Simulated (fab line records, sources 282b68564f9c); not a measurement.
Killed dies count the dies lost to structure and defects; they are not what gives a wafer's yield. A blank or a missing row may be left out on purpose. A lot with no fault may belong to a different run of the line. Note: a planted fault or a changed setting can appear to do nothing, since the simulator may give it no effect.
Which of the tools did it? + flow rit-cmos + Sampling: 14 lots, 42 wafers, 5 of 202 route steps

== WHAT EACH GAUGE READ, for each wafer ==
RIT_ACTIVE_THK_MEAS_02. Usual: ACTIVE_OXIDE_THK typically reads 44.7 nm, with standard deviation 0.78.
| lot  | measured    | on            | ACTIVE_OXIDE_THK (nm) | flag |
|------|-------------|---------------|-----------------------|------|
| L261 | day 1 17:59 | film-metro-01 | 45.1 44.9 45.2        |      |
| L262 | day 1 22:04 | film-metro-02 | 44.7 44.7 44.5        |      |
| L263 | day 2 03:22 | film-metro-01 | 43.9 42.7 43.5        |      |
| L264 | day 2 08:31 | film-metro-02 | 44.5 44.2 44.3        |      |
| L270 | day 3 18:22 | film-metro-04 | 44.4 44.7 44.1        |      |
| L271 | day 3 22:39 | film-metro-02 | 44.7 44.5 44.4        |      |
| L272 | day 4 04:59 | film-metro-04 | 45.3 45.2 45.9        |      |
| L273 | day 4 09:44 | film-metro-04 | 46.1 45.9 45.7        |      |
| L275 | day 4 18:13 | film-metro-02 | 45.2 44.3 45.2        |      |
| L277 | day 5 03:22 | film-metro-01 | 43.3 43.7 44.3        |      |
| L278 | day 5 11:26 | film-metro-01 | 45.4 46.0 45.8        |      |
| L280 | day 5 17:00 | film-metro-01 | 46.7 45.9 45.8        |      |
| L281 | day 6 02:39 | film-metro-02 | 44.6 43.9 44.2        |      |
| L282 | day 6 02:40 | film-metro-01 | 45.3 45.4 44.6        |      |

RIT_NWELL_OVL_MEAS_06. Usual: NWELL_OVL typically reads 0.0 nm, with standard deviation 1.3.
| lot  | measured    | on         | NWELL_OVL (nm) | flag |
|------|-------------|------------|----------------|------|
| L261 | day 2 03:22 | overlay-02 | -2.0 -0.9 -0.4 |      |
| L262 | day 2 08:30 | overlay-02 | -0.8 -2.3 -1.5 |      |
| L263 | day 2 12:38 | overlay-01 | 1.0 -0.2 0.1   |      |
| L264 | day 2 18:46 | overlay-02 | -1.2 -2.5 0.1  |      |
| L270 | day 4 13:07 | overlay-02 | -0.1 1.0 -0.4  |      |
| L271 | day 4 13:00 | overlay-01 | 0.5 -0.6 0.2   |      |
| L272 | day 4 21:20 | overlay-02 | -0.5 0.7 -0.6  |      |
| L273 | day 5 01:13 | overlay-02 | -2.3 -0.7 0.8  |      |
| L275 | day 5 09:16 | overlay-02 | 2.6 1.4 0.7    |      |
| L277 | day 5 15:40 | overlay-02 | -1.3 -1.2 0.2  |      |
| L278 | day 6 03:55 | overlay-02 | -1.5 -1.2 0.1  |      |
| L280 | day 6 06:48 | overlay-01 | -0.5 -1.0 -0.3 |      |
| L281 | day 6 16:41 | overlay-01 | 2.4 2.2 0.6    |      |
| L282 | day 6 17:01 | overlay-02 | 2.3 1.8 0.3    |      |

RIT_GATE_THK_MEAS_07. Usual: GATE_OXIDE_THK typically reads 3.01 nm, with standard deviation 0.062.
| lot  | measured    | on            | GATE_OXIDE_THK (nm) | flag |
|------|-------------|---------------|---------------------|------|
| L261 | day 2 19:31 | film-metro-03 | 3.05 3.08 2.99      |      |
| L262 | day 2 23:38 | film-metro-01 | 2.96 2.93 3.03      |      |
| L263 | day 3 04:49 | film-metro-02 | 3.05 2.93 2.94      |      |
| L264 | day 3 16:26 | film-metro-03 | 3.11 3.02 3.01      |      |
| L270 | day 5 14:07 | film-metro-03 | 3.04 3.01 3.09      |      |
| L271 | day 5 14:05 | film-metro-01 | 2.98 2.97 2.95      |      |
| L272 | day 5 17:14 | film-metro-02 | 3.06 3.05 3.02      |      |
| L273 | day 6 02:04 | film-metro-01 | 3.16 3.07 3.13      |      |
| L275 | day 6 03:59 | film-metro-02 | 3.09 3.07 3.08      |      |
| L277 | day 6 06:14 | film-metro-02 | 3.05 3.03 2.99      |      |
| L278 | day 6 21:25 | film-metro-03 | 2.94 2.95 2.89      |      |
| L280 | day 6 22:52 | film-metro-01 | 2.98 2.99 2.97      |      |
| L281 | day 7 09:22 | film-metro-02 | 3.04 3.04 3.03      |      |
| L282 | day 7 11:49 | film-metro-02 | 2.93 2.86 2.94      |      |

RIT_GATE_OVL_MEAS_17. Usual: GATE_OVL typically reads 0.8 nm, with standard deviation 1.4.
| lot  | measured    | on         | GATE_OVL (nm)        | flag |
|------|-------------|------------|----------------------|------|
| L261 | day 2 23:19 | overlay-02 | 0.6 3.4 1.0          |      |
| L262 | day 3 04:22 | overlay-01 | 0.2 -1.8 -1.3        |      |
| L263 | day 3 08:20 | overlay-02 | 0.6 1.5 1.3          |      |
| L264 | day 3 19:15 | overlay-02 | 1.1 0.2 1.0          |      |
| L270 | day 5 17:05 | overlay-02 | -0.2 0.4 0.2         |      |
| L271 | day 5 17:13 | overlay-01 | 1.3 3.1 2.2          |      |
| L272 | day 5 19:56 | overlay-01 | 3.3 2.9 2.4          |      |
| L273 | day 6 05:16 | overlay-02 | 1.9 0.3 3.0          |      |
| L275 | day 6 08:41 | overlay-01 | 4.7 4.3 2.7          |      |
| L277 | day 6 12:30 | overlay-02 | 0.7 -0.4 1.4         |      |
| L278 | day 7 00:15 | overlay-02 | -149.1 -147.7 -148.3 | OFF  |
| L280 | day 7 03:47 | overlay-01 | -150.6 -148.1 -148.7 | OFF  |
| L281 | day 7 12:12 | overlay-02 | -1.2 0.2 1.2         |      |
| L282 | day 7 15:45 | overlay-01 | 1.0 0.6 1.8          |      |

== TOOL THAT RAN EACH LOT (tool first, then ch and the chambers of the sampled wafers, then the start) ==
| lot  | RIT_GATE_EXPOSE_13                 |
|------|------------------------------------|
| L261 | iline-stepper-02 ch 0, day 2 22:49 |
| L262 | iline-stepper-02 ch 0, day 3 03:51 |
| L263 | iline-stepper-02 ch 0, day 3 07:50 |
| L264 | iline-stepper-01 ch 0, day 3 18:46 |
| L270 | iline-stepper-01 ch 0, day 5 16:35 |
| L271 | iline-stepper-01 ch 0, day 5 16:40 |
| L272 | iline-stepper-01 ch 0, day 5 19:25 |
| L273 | iline-stepper-01 ch 0, day 6 04:46 |
| L275 | iline-stepper-01 ch 0, day 6 08:11 |
| L277 | iline-stepper-02 ch 0, day 6 11:50 |
| L278 | iline-stepper-01 ch 0, day 6 23:45 |
| L280 | iline-stepper-01 ch 0, day 7 03:17 |
| L281 | iline-stepper-02 ch 0, day 7 11:41 |
| L282 | iline-stepper-02 ch 0, day 7 15:00 |
- RIT_GATE_EXPOSE_13: exposes mask M6, target cd 150 nm.

== WHAT THE TOOLS THEMSELVES READ (means of the sampled wafers that have a number; where no wafer has one, the mark that the record gives instead) ==
The record holds no such reading with a usual standard deviation.

== THE ANSWER, worked out from the rows above alone ==
Rule: take the mean of a lot's wafers that have a number; if it is more than 3 standard deviations from the usual mean, the lot is off. A lot without any number at a reading at which 4 lots or more have one is off too. All remaining lots with rows at the step are treated as sound. First the gauges in route order, then the tools' own readings, where a lot's mean is used as printed above. The first step at which some lot is off is used, and at that step the reading that is off furthest; a lot without a number counts as furthest.
Off: at RIT_GATE_OVL_MEAS_17 (GATE_OVL), L278, L280.
If a tool, at a process step before that reading, ran all the lots that are off and no sound lot after the first of them, it fits. The gauges at RIT_GATE_OVL_MEAS_17 are tried like those tools. One candidate fits, namely iline-stepper-01 at RIT_GATE_EXPOSE_13. A fault onset in the window from L275 (day 6 08:11, its last sound lot) to L278 (day 6 23:45, its first lot off) fits.

== WHAT HAD BEEN PUT IN BY THE SIMULATOR ==
Scanner matching overlay: iline-stepper-01, from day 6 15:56 on, at RIT_GATE_EXPOSE_13. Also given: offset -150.
Struck lots among those shown: L278, L280. This agrees with what the rule above found.
